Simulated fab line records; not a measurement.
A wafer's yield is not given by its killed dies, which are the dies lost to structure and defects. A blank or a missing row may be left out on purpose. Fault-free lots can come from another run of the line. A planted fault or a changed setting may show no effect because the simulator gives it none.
fab line records ; flow berkeley-cmos170
record: lots: 7; wafers: 21; last-day: 11
route steps=331 shown PFIELD@81 FIELD@89 SACOX@97 SCREENOX@100 NVT@104 PVT@115
lots that met no fault: from a run of the same line without faults
start-h: the number of hours between the record's first day and the start of the first shown wafer of the lot ; wait-h: time in hours since the lot's previous step ; " identical to the entry in the row above ; L1.1+2: a row that stands for several wafers ; - value missing, or start not given ; * or withheld: withheld ; < > ~ a bound
route shown NAME@n: a module of which the file shows steps, and the number in the route of the first ; usual: the fault-free wafers' mean and standard deviation ; same: alike in all rows ; chamber/n: place in a boat ; sites: readings site by site ; _std_site: the values' standard deviation ; _edge_site: mean of outer sites minus mean of inner sites ; radius-mm: how far each site lies from the wafer's centre ; mask NAME#n: copy n ; behind: the tool/chamber that last shaped the wafer ; hold: what put the lot on hold/how long, in hours/how the hold closed ; device: the transistor (n, p or np) that didn't switch ; end of line: at the end of the route, the tests of the same wafers ; step lacking rows: just its recipe ; killed: dies that structure and defects cost at the first sort, which is not the same as the wafer's yield ; map: per-die view of a wafer (x killed, . not killed, _ where there is no die)
set.NAME: the setting the step ran with; set.NAME@STEP: the setting that earlier step ran with ; model.NAME: the simulator's own value behind a step, which no gauge read
lots at selected steps of the route; one table per step, one row per wafer
services: the hour from which a tool's chamber was out of use, counted from the record's first day as start-h (under 0 if before that day), plus the number of hours and why
== steps ==
step: UCB170_PFIELD_SOFTBAKE_02
recipe: resist: KrF; temp-c: 130.5; time-s: 60
step: UCB170_PFIELD_EXPOSE_03
recipe: mask-id: PFIELD; na: 0.5; sigma-outer: 0.6; source-shape: conventional; target-cd-nm: 1500; dose-mj: 30
step: UCB170_PFIELD_PEB_04
recipe: peb-temp-c: 130; peb-time-s: withheld; resist: KrF
step: UCB170_PFIELD_DEVELOP_05
recipe: developer: TMAH; develop-time-s: 45; resist: KrF; dev-temp-c: 21
step: UCB170_PFIELD_OVL_MEAS_06
usual: PFIELD_OVL: 5/6.2
lot.wafer;tool;chamber;start-h;wait-h;PFIELD_OVL[nm]
L944.3;overlay-02;-;85.44;-;-7
L944.4;overlay-02;-;85.44;-;-2
L944.6;overlay-02;-;85.44;-;-5
L950.1;overlay-01;-;123.01;-;-2
L950.2;overlay-01;-;123.01;-;-4
L950.5;overlay-01;-;123.01;-;-2
L951.2;overlay-01;-;123.31;-;14
L951.3;overlay-01;-;123.31;-;15
L951.4;overlay-01;-;123.31;-;13
L952.1;overlay-02;-;123.58;-;-3
L952.4;overlay-02;-;123.58;-;2
L952.5;overlay-02;-;123.58;-;5
L953.1;overlay-01;-;129.51;-;8
L953.3;overlay-01;-;129.51;-;8
L953.5;overlay-01;-;129.51;-;14
L954.3;overlay-02;-;129.94;-;9
L954.4;overlay-02;-;129.94;-;11
L954.5;overlay-02;-;129.94;-;10
L962.1;overlay-01;-;180.95;-;-8
L962.2;overlay-01;-;180.95;-;-9
L962.6;overlay-01;-;180.95;-;2
step: UCB170_PFIELD_IMPLANT_07
recipe: species: B; dose-cm2: 2e+13; energy-kev: 80; tilt-deg: 7
step: UCB170_PFIELD_STRIP_08
recipe: chemistry: O2; power-w: 400; pressure-mtorr: 3500; platen-temp-c: withheld; o2-flow-sccm: 400; overash-fraction: 0.5
usual: drypump-motor-current-A: 5.4/0.34; oes-product-au: 0.735/0.0043; strip-time-to-endpoint-s: 21.66/0.056
lot.wafer;tool;chamber;start-h;wait-h;drypump-motor-current-A;oes-product-au;rf-hours-counter-h;strip-time-to-endpoint-s
L944.3;plasma-asher-01;1;85.65;0.1;4.9;0.735;-;21.60
L944.4;plasma-asher-01;0;85.65;0.1;5.4;0.740;-;21.64
L944.6;plasma-asher-01;1;85.65;0.1;4.9;0.742;-;21.56
L950.1;plasma-asher-01;0;123.20;0.1;5.4;0.737;44;21.84
L950.2;plasma-asher-01;1;123.20;0.1;4.9;0.731;44;21.72
L950.5;plasma-asher-01;1;123.20;0.1;4.9;0.730;-;21.74
L951.2;plasma-asher-01;0;123.54;0.1;5.4;0.734;44;21.67
L951.3;plasma-asher-01;1;123.54;0.1;4.9;0.733;-;21.66
L951.4;plasma-asher-01;0;123.54;0.1;5.4;0.736;-;21.62
L952.1;plasma-asher-01;0;123.77;0.1;5.4;0.734;44;21.62
L952.4;plasma-asher-01;0;123.77;0.1;5.4;0.733;-;21.61
L952.5;plasma-asher-01;0;123.77;0.1;5.4;0.741;-;21.63
L953.1;plasma-asher-03;1;129.70;0.1;5.9;0.729;0;21.70
L953.3;plasma-asher-03;0;129.70;0.1;5.6;0.737;-;21.68
L953.5;plasma-asher-03;0;129.70;0.1;5.7;0.732;-;21.65
L954.3;plasma-asher-03;1;130.14;0.1;5.9;0.738;-;21.67
L954.4;plasma-asher-03;0;130.14;0.1;5.7;0.736;-;21.67
L954.5;plasma-asher-03;1;130.14;0.1;5.9;0.740;-;21.63
L962.1;plasma-asher-04;0;181.25;0.1;5.4;0.729;52;21.69
L962.2;plasma-asher-04;1;181.25;0.1;5.5;0.735;52;21.71
L962.6;plasma-asher-04;0;181.25;0.1;5.4;0.733;-;21.73
step: UCB170_PFIELD_TW_MEAS_09
usual: PFIELD_TW: 598/5.4
lot.wafer;tool;chamber;start-h;wait-h;PFIELD_TW
L944.3;film-metro-02;-;85.74;0.1;602
L944.4;film-metro-02;-;85.74;0.1;597
L944.6;film-metro-02;-;85.74;0.1;599
L950.1;film-metro-01;-;123.30;0.1;592
L950.2;film-metro-01;-;123.30;0.1;592
L950.5;film-metro-01;-;123.30;0.1;592
L951.2;film-metro-02;-;123.65;0.1;598
L951.3;film-metro-02;-;123.65;0.1;597
L951.4;film-metro-02;-;123.65;0.1;600
L952.1;film-metro-01;-;123.87;0.1;592
L952.4;film-metro-01;-;123.87;0.1;590
L952.5;film-metro-01;-;123.87;0.1;594
L953.1;film-metro-01;-;129.80;0.1;593
L953.3;film-metro-01;-;129.80;0.1;592
L953.5;film-metro-01;-;129.80;0.1;591
L954.3;film-metro-01;-;130.23;0.1;590
L954.4;film-metro-01;-;130.23;0.1;594
L954.5;film-metro-01;-;130.23;0.1;591
L962.1;film-metro-01;-;181.35;0.1;597
L962.2;film-metro-01;-;181.35;0.1;594
L962.6;film-metro-01;-;181.35;0.1;592
step: UCB170_FIELD_CLEAN_00
recipe: chemistry: dHF; dilution: 25:1; time-s: 7.5
step: UCB170_FIELD_OXIDATION_01
recipe: temp-c: 1000; ambient: H2O; p-h2o-torr: 584.62; target-thk-a: 5583; ox-time-s: 7200
step: UCB170_FIELD_THK_MEAS_02
recipe: reads: SiO2_of_FIELD_OXIDATION_01
usual: FIELD_OXIDE_THK: 559/10
lot.wafer;tool;chamber;start-h;wait-h;FIELD_OXIDE_THK[nm]
L944.3;film-metro-04;-;89.50;0.0;551
L944.4;film-metro-04;-;89.50;0.0;549
L944.6;film-metro-04;-;89.50;0.0;552
L950.1;film-metro-01;-;127.03;0.0;566
L950.2;film-metro-01;-;127.03;0.0;563
L950.5;film-metro-01;-;127.03;0.0;568
L952.1;film-metro-04;-;128.07;0.0;546
L952.4;film-metro-04;-;128.07;0.0;564
L952.5;film-metro-04;-;128.07;0.0;557
L951.2;film-metro-03;-;128.08;0.0;540
L951.3;film-metro-03;-;128.08;0.0;545
L951.4;film-metro-03;-;128.08;0.0;537
L953.1;film-metro-03;-;135.72;0.0;557
L953.3;film-metro-03;-;135.72;0.0;564
L953.5;film-metro-03;-;135.72;0.0;559
L954.3;film-metro-01;-;135.74;0.0;571
L954.4;film-metro-01;-;135.74;0.0;578
L954.5;film-metro-01;-;135.74;0.0;571
L962.1;film-metro-04;-;187.55;0.0;559
L962.2;film-metro-04;-;187.55;0.0;562
L962.6;film-metro-04;-;187.55;0.0;560
step: UCB170_FIELD_ANNEAL_03
recipe: temp-c: 1000; time-s: 1200; ambient: N2
step: UCB170_FIELD_WET_ETCH_04
recipe: chemistry: dHF; dilution: 10:1; target: SiO2; temp-c: 25; time-s: 60
usual: bath-heat-duty-pct: 6.3/0.65; run-length-s: 89/3.2
lot.wafer;tool;chamber;start-h;wait-h;bath-heat-duty-pct;run-length-s;model.SiO2_of_FIELD_OXIDATION_01.thk-nm
L944.3;wet-bench-02;0;92.50;0.1;6.0;94;518.3
L944.4;wet-bench-02;0;92.50;0.1;6.3;94;515.7
L944.6;wet-bench-02;0;92.50;0.1;5.5;94;519
L950.1;wet-bench-03;2;131.28;0.0;-;-;567
L950.2;wet-bench-03;2;131.28;0.0;-;-;562.8
L950.5;wet-bench-03;2;131.28;0.0;-;-;568.1
L951.2;wet-bench-03;3;131.28;0.0;-;-;539.9
L951.3;wet-bench-03;3;131.28;0.0;-;-;544.4
L951.4;wet-bench-03;3;131.28;0.0;-;-;536.9
L952.1;wet-bench-03;1;131.28;0.0;-;-;546.4
L952.4;wet-bench-03;1;131.28;0.0;-;-;563.8
L952.5;wet-bench-03;1;131.28;0.0;-;-;557
L953.1;wet-bench-04;2;138.40;0.0;7.4;88;523.8
L953.3;wet-bench-04;2;138.40;0.0;7.9;88;531.1
L953.5;wet-bench-04;2;138.40;0.0;6.7;88;526.2
L954.3;wet-bench-04;1;138.40;0.0;6.4;85;537.1
L954.4;wet-bench-04;1;138.40;0.0;6.6;85;544.3
L954.5;wet-bench-04;1;138.40;0.0;6.9;85;537.1
L962.1;wet-bench-03;0;191.68;0.1;6.0;87;526.9
L962.2;wet-bench-03;0;191.68;0.1;6.6;87;529.6
L962.6;wet-bench-03;0;191.68;0.1;6.7;87;527
step: UCB170_FIELD_WET_ETCH_05
recipe: chemistry: H3PO4; target: Si3N4; temp-c: 160; time-s: 12600
step: UCB170_FIELD_WET_ETCH_06
recipe: chemistry: BOE; dilution: 5:1; target: SiO2; temp-c: 25; time-s: 22.85
usual: bath-heat-duty-pct: 6.3/0.64; run-length-s: 53.2/0.66
lot.wafer;tool;chamber;start-h;wait-h;bath-heat-duty-pct;run-length-s;model.SiO2_of_FIELD_OXIDATION_01.thk-nm
L944.3;wet-bench-03;0;96.06;0.0;5.4;55.1;435.3
L944.4;wet-bench-03;0;96.06;0.0;6.1;55.1;432.8
L944.6;wet-bench-03;0;96.06;0.0;6.3;55.1;435.9
L950.1;wet-bench-03;1;134.81;0.0;5.9;52.8;482.2
L950.2;wet-bench-03;1;134.81;0.0;5.3;52.8;478.1
L950.5;wet-bench-03;1;134.81;0.0;6.6;52.8;483.4
L951.2;wet-bench-03;0;134.81;0.0;5.9;52.8;456.1
L951.3;wet-bench-03;0;134.81;0.0;5.9;52.8;460.6
L951.4;wet-bench-03;0;134.81;0.0;5.5;52.8;453.5
L952.1;wet-bench-03;2;134.81;0.0;6.4;52.8;464
L952.4;wet-bench-03;2;134.81;0.0;6.3;52.8;481.4
L952.5;wet-bench-03;2;134.81;0.0;5.9;52.8;474.4
L953.1;wet-bench-04;1;141.94;0.0;6.4;52.8;440.1
L953.3;wet-bench-04;1;141.94;0.0;5.7;52.8;448
L953.5;wet-bench-04;1;141.94;0.0;6.3;52.8;443.2
L954.3;wet-bench-04;0;141.94;0.0;6.1;52.8;453.3
L954.4;wet-bench-04;0;141.94;0.0;5.8;52.8;460.5
L954.5;wet-bench-04;0;141.94;0.0;6.2;52.8;453.3
L962.1;wet-bench-03;0;195.39;0.0;6.7;52.8;442.8
L962.2;wet-bench-03;0;195.39;0.0;4.8;52.8;445.3
L962.6;wet-bench-03;0;195.39;0.0;5.8;52.8;442.7
step: UCB170_FIELD_THK_MEAS_90
recipe: reads: SiO2_of_FIELD_OXIDATION_01
usual: FIELD_OXIDE_LEFT_1_THK: 443/10
lot.wafer;tool;chamber;start-h;wait-h;FIELD_OXIDE_LEFT_1_THK[nm]
L944.3;film-metro-03;-;96.16;0.1;435
L944.4;film-metro-03;-;96.16;0.1;433
L944.6;film-metro-03;-;96.16;0.1;436
L950.1;film-metro-01;-;134.83;0.0;482
L950.2;film-metro-01;-;134.83;0.0;478
L950.5;film-metro-01;-;134.83;0.0;484
L952.1;film-metro-04;-;134.83;0.0;464
L952.4;film-metro-04;-;134.83;0.0;481
L952.5;film-metro-04;-;134.83;0.0;475
L951.2;film-metro-03;-;134.84;0.0;456
L951.3;film-metro-03;-;134.84;0.0;461
L951.4;film-metro-03;-;134.84;0.0;453
L953.1;film-metro-03;-;141.95;0.0;440
L953.3;film-metro-03;-;141.95;0.0;448
L953.5;film-metro-03;-;141.95;0.0;443
L954.3;film-metro-04;-;141.97;0.0;453
L954.4;film-metro-04;-;141.97;0.0;461
L954.5;film-metro-04;-;141.97;0.0;454
L962.1;film-metro-04;-;195.40;0.0;443
L962.2;film-metro-04;-;195.40;0.0;445
L962.6;film-metro-04;-;195.40;0.0;443
step: UCB170_SACOX_CLEAN_00
recipe: chemistry: dHF; dilution: 25:1; time-s: 7.5
step: UCB170_SACOX_OXIDATION_01
recipe: temp-c: 900; ambient: O2; target-thk-a: 144; ox-time-s: 2400
step: UCB170_SCREENOX_WET_ETCH_00
recipe: chemistry: dHF; dilution: 25:1; target: SiO2; temp-c: 25; time-s: 200
step: UCB170_SCREENOX_OXIDATION_01
recipe: temp-c: 900; ambient: O2; target-thk-a: 144; ox-time-s: 2400
step: UCB170_SCREENOX_ANNEAL_03
recipe: temp-c: 900; time-s: 900; ambient: N2
step: UCB170_NVT_HMDS_00
recipe: prime-time-s: 60; prime-temp-c: 100
step: UCB170_NVT_COAT_01
recipe: resist: KrF; spin-rpm: 1531; resist-thk-nm: 900
step: UCB170_NVT_SOFTBAKE_02
recipe: resist: KrF; temp-c: 130; time-s: 60
step: UCB170_NVT_EXPOSE_03
recipe: mask-id: PWELL; target-cd-nm: 3000; na: 0.5; sigma-outer: 0.6; source-shape: conventional; dose-mj: 30
step: UCB170_NVT_PEB_04
recipe: peb-temp-c: 130; peb-time-s: withheld; resist: KrF
step: UCB170_NVT_DEVELOP_05
recipe: developer: TMAH; develop-time-s: 45; resist: KrF; dev-temp-c: 21
step: UCB170_NVT_OVL_MEAS_06
usual: NVT_OVL: 2/6.1
lot.wafer;tool;chamber;start-h;wait-h;NVT_OVL[nm]
L944.3;overlay-01;-;107.52;-;-3
L944.4;overlay-01;-;107.52;-;-5
L944.6;overlay-01;-;107.52;-;-7
L952.1;overlay-01;-;145.73;-;-1
L952.4;overlay-01;-;145.73;-;9
L952.5;overlay-01;-;145.73;-;-4
L950.1;overlay-01;-;145.95;-;1
L950.2;overlay-01;-;145.95;-;13
L950.5;overlay-01;-;145.95;-;4
L951.2;overlay-01;-;146.01;-;-1
L951.3;overlay-01;-;146.01;-;0
L951.4;overlay-01;-;146.01;-;5
L953.1;overlay-01;-;152.94;-;-8
L953.3;overlay-01;-;152.94;-;-8
L953.5;overlay-01;-;152.94;-;-7
L954.3;overlay-01;-;153.51;-;1
L954.4;overlay-01;-;153.51;-;1
L954.5;overlay-01;-;153.51;-;-5
L962.1;overlay-01;-;209.88;-;6
L962.2;overlay-01;-;209.88;-;11
L962.6;overlay-01;-;209.88;-;6
step: UCB170_NVT_IMPLANT_07
recipe: species: BF2; dose-cm2: 3e+12; energy-kev: 50; tilt-deg: 7
step: UCB170_NVT_STRIP_08
recipe: chemistry: O2; power-w: 400; pressure-mtorr: 3500; platen-temp-c: withheld; o2-flow-sccm: 400; overash-fraction: 0.5
usual: drypump-motor-current-A: 5.8/0.51; oes-product-au: 0.735/0.0044; strip-time-to-endpoint-s: 21.45/0.063
lot.wafer;tool;chamber;start-h;wait-h;drypump-motor-current-A;oes-product-au;rf-hours-counter-h;strip-time-to-endpoint-s
L944.3;plasma-asher-04;1;107.73;0.1;5.5;0.738;-;21.30
L944.4;plasma-asher-04;0;107.73;0.1;5.4;0.739;-;21.36
L944.6;plasma-asher-04;0;107.73;0.1;5.4;0.730;-;21.35
L952.1;plasma-asher-03;1;145.95;0.2;5.9;0.732;1;21.47
L952.4;plasma-asher-03;1;145.95;0.2;6.0;0.733;-;21.44
L952.5;plasma-asher-03;0;145.95;0.2;5.7;0.732;-;21.42
L950.1;plasma-asher-02;1;146.14;0.1;6.8;0.731;40;21.43
L950.2;plasma-asher-02;0;146.14;0.1;5.6;0.736;40;21.48
L950.5;plasma-asher-02;0;146.14;0.1;5.6;0.729;-;21.47
L951.2;plasma-asher-04;0;146.19;0.1;5.4;0.740;49;21.50
L951.3;plasma-asher-04;1;146.19;0.1;5.6;0.734;-;21.50
L951.4;plasma-asher-04;0;146.19;0.1;5.4;0.740;-;21.48
L953.1;plasma-asher-04;0;153.13;0.1;5.4;0.738;49;21.51
L953.3;plasma-asher-04;0;153.13;0.1;5.4;0.738;-;21.50
L953.5;plasma-asher-04;1;153.13;0.1;5.5;0.731;-;21.47
L954.3;plasma-asher-02;0;153.72;0.1;5.6;0.728;-;21.46
L954.4;plasma-asher-02;1;153.72;0.1;6.8;0.741;-;21.47
L954.5;plasma-asher-02;1;153.72;0.1;6.8;0.732;-;21.49
L962.1;plasma-asher-03;1;210.17;0.1;5.9;0.738;7;21.41
L962.2;plasma-asher-03;0;210.17;0.1;5.7;0.731;7;21.50
L962.6;plasma-asher-03;0;210.17;0.1;5.6;0.740;-;21.46
step: UCB170_NVT_TW_MEAS_09
usual: NVT_TW: 522/4.9
lot.wafer;tool;chamber;start-h;wait-h;NVT_TW
L944.3;film-metro-04;-;107.81;0.1;533
L944.4;film-metro-04;-;107.81;0.1;528
L944.6;film-metro-04;-;107.81;0.1;530
L952.1;film-metro-04;-;146.05;0.1;530
L952.4;film-metro-04;-;146.05;0.1;527
L952.5;film-metro-04;-;146.05;0.1;529
L950.1;film-metro-01;-;146.24;0.1;520
L950.2;film-metro-01;-;146.24;0.1;520
L950.5;film-metro-01;-;146.24;0.1;520
L951.2;film-metro-01;-;146.31;0.1;520
L951.3;film-metro-01;-;146.31;0.1;520
L951.4;film-metro-01;-;146.31;0.1;517
L953.1;film-metro-01;-;153.23;0.1;519
L953.3;film-metro-01;-;153.23;0.1;522
L953.5;film-metro-01;-;153.23;0.1;522
L954.3;film-metro-02;-;153.81;0.1;520
L954.4;film-metro-02;-;153.81;0.1;519
L954.5;film-metro-02;-;153.81;0.1;520
L962.1;film-metro-01;-;210.27;0.1;519
L962.2;film-metro-01;-;210.27;0.1;520
L962.6;film-metro-01;-;210.27;0.1;518
step: UCB170_NVT_CLEAN_10
recipe: chemistry: SPM; temp-c: 120; time-s: 600
step: UCB170_PVT_HMDS_00
recipe: prime-time-s: 60; prime-temp-c: 100
step: UCB170_PVT_COAT_01
recipe: resist: KrF; spin-rpm: 1500; resist-thk-nm: 900
step: UCB170_PVT_SOFTBAKE_02
recipe: resist: KrF; temp-c: 130; time-s: 60
step: UCB170_PVT_EXPOSE_03
recipe: mask-id: NWELL; target-cd-nm: 3000; na: 0.5; sigma-outer: 0.6; source-shape: conventional; dose-mj: 30
step: UCB170_PVT_PEB_04
recipe: peb-temp-c: 130; peb-time-s: withheld; resist: KrF
step: UCB170_PVT_DEVELOP_05
recipe: developer: TMAH; develop-time-s: 45; resist: KrF; dev-temp-c: 21
step: UCB170_PVT_OVL_MEAS_06
usual: PVT_OVL: 3/5
lot.wafer;tool;chamber;start-h;wait-h;PVT_OVL[nm]
L944.3;overlay-01;-;109.66;-;6
L944.4;overlay-01;-;109.66;-;4
L944.6;overlay-01;-;109.66;-;3
L952.1;overlay-01;-;149.54;-;4
L952.4;overlay-01;-;149.54;-;-2
L952.5;overlay-01;-;149.54;-;-1
L950.1;overlay-02;-;149.77;-;-1
L950.2;overlay-02;-;149.77;-;5
L950.5;overlay-02;-;149.77;-;0
L951.2;overlay-01;-;149.82;-;6
L951.3;overlay-01;-;149.82;-;0
L951.4;overlay-01;-;149.82;-;7
L953.1;overlay-02;-;155.11;-;0
L953.3;overlay-02;-;155.11;-;-1
L953.5;overlay-02;-;155.11;-;-5
L954.3;overlay-02;-;155.53;-;8
L954.4;overlay-02;-;155.53;-;4
L954.5;overlay-02;-;155.53;-;5
L962.1;overlay-02;-;211.46;-;-6
L962.2;overlay-02;-;211.46;-;1
L962.6;overlay-02;-;211.46;-;3
step: UCB170_PVT_IMPLANT_07
recipe: species: P; dose-cm2: 2e+12; energy-kev: 30; tilt-deg: 7
step: UCB170_FIELD_THK_MEAS_91
recipe: reads: SiO2_of_FIELD_OXIDATION_01
usual: FIELD_OXIDE_LEFT_2_THK: 354/10
lot.wafer;tool;chamber;start-h;wait-h;FIELD_OXIDE_LEFT_2_THK[nm]
L944.3;film-metro-04;-;110.15;0.0;347
L944.4;film-metro-04;-;110.15;0.0;345
L944.6;film-metro-04;-;110.15;0.0;348
L952.1;film-metro-03;-;149.95;0.0;376
L952.4;film-metro-03;-;149.95;0.0;393
L952.5;film-metro-03;-;149.95;0.0;386
L950.1;film-metro-03;-;150.18;0.0;395
L950.2;film-metro-03;-;150.18;0.0;390
L950.5;film-metro-03;-;150.18;0.0;395
L951.2;film-metro-01;-;150.26;0.0;367
L951.3;film-metro-01;-;150.26;0.0;371
L951.4;film-metro-01;-;150.26;0.0;364
L953.1;film-metro-03;-;155.53;0.0;353
L953.3;film-metro-03;-;155.53;0.0;360
L953.5;film-metro-03;-;155.53;0.0;356
L954.3;film-metro-03;-;155.95;0.0;364
L954.4;film-metro-03;-;155.95;0.0;372
L954.5;film-metro-03;-;155.95;0.0;365
L962.1;film-metro-03;-;212.06;0.0;354
L962.2;film-metro-03;-;212.06;0.0;357
L962.6;film-metro-03;-;212.06;0.0;354
== services ==
tool;chamber;start-h;hours;kind
plasma-asher-03;-;66.97;49.4;repair
plasma-asher-01;-;79.85;2.8;pm
plasma-asher-03;-;116.34;9.0;pm
plasma-asher-03;0;116.34;9.0;vent-cycle
plasma-asher-03;1;116.34;9.0;vent-cycle
plasma-asher-03;0;125.34;-;clean
plasma-asher-03;1;125.34;-;clean
plasma-asher-03;-;131.76;13.2;pm
plasma-asher-04;-;132.16;1.1;repair
wet-bench-04;-;189.31;1.9;repair
== key ==
first-sign: step: UCB170_FIELD_WET_ETCH_04; reading: tool-record; direction: missing
effect: step: UCB170_FIELD_THK_MEAS_90; reading: FIELD_OXIDE_LEFT_1_THK; direction: up; sigmas: 2.8; usual: 443; struck: 470
effect: step: UCB170_FIELD_THK_MEAS_91; reading: FIELD_OXIDE_LEFT_2_THK; direction: up; sigmas: 2.7; usual: 354; struck: 382
model-effect: step: UCB170_FIELD_WET_ETCH_04; value: SiO2_of_FIELD_OXIDATION_01.thk-nm; without: 520.7; struck: 554
model-effect: step: UCB170_FIELD_WET_ETCH_06; value: SiO2_of_FIELD_OXIDATION_01.thk-nm; without: 437.1; struck: 470.4
met-at UCB170_FIELD_WET_ETCH_04
struck-wafers L950.1,L950.2,L950.5,L951.2,L951.3,L951.4,L952.1,L952.4,L952.5
later-rows-left-out L950.1,L950.2,L950.5,L951.2,L951.3,L951.4,L952.1,L952.4,L952.5
sort-left-out L950.1,L950.2,L950.5,L951.2,L951.3,L951.4,L952.1,L952.4,L952.5
tester-left-out L950,L951,L952
fault: kind: skipped-step-whole; tool: wet-bench-03; chamber: -; onset-h: 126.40; steps: UCB170_FIELD_WET_ETCH_04; scope: struck-lots-only
tester-left-out: of these lots the tester's yield and bins aren't shown, on N5 and GAA mostly nor the transistor test; their killed dies are dies lost to structure and defects alone, not to doping, threshold or leakage, so they don't give the yield
sort-left-out: the simulated sort isn't trusted on such a fault, so these wafers' sort isn't shown, and their yield isn't known
later-rows-left-out: the simulator's readings of these wafers behind a module that went badly wrong aren't trusted and aren't shown, but for the sort
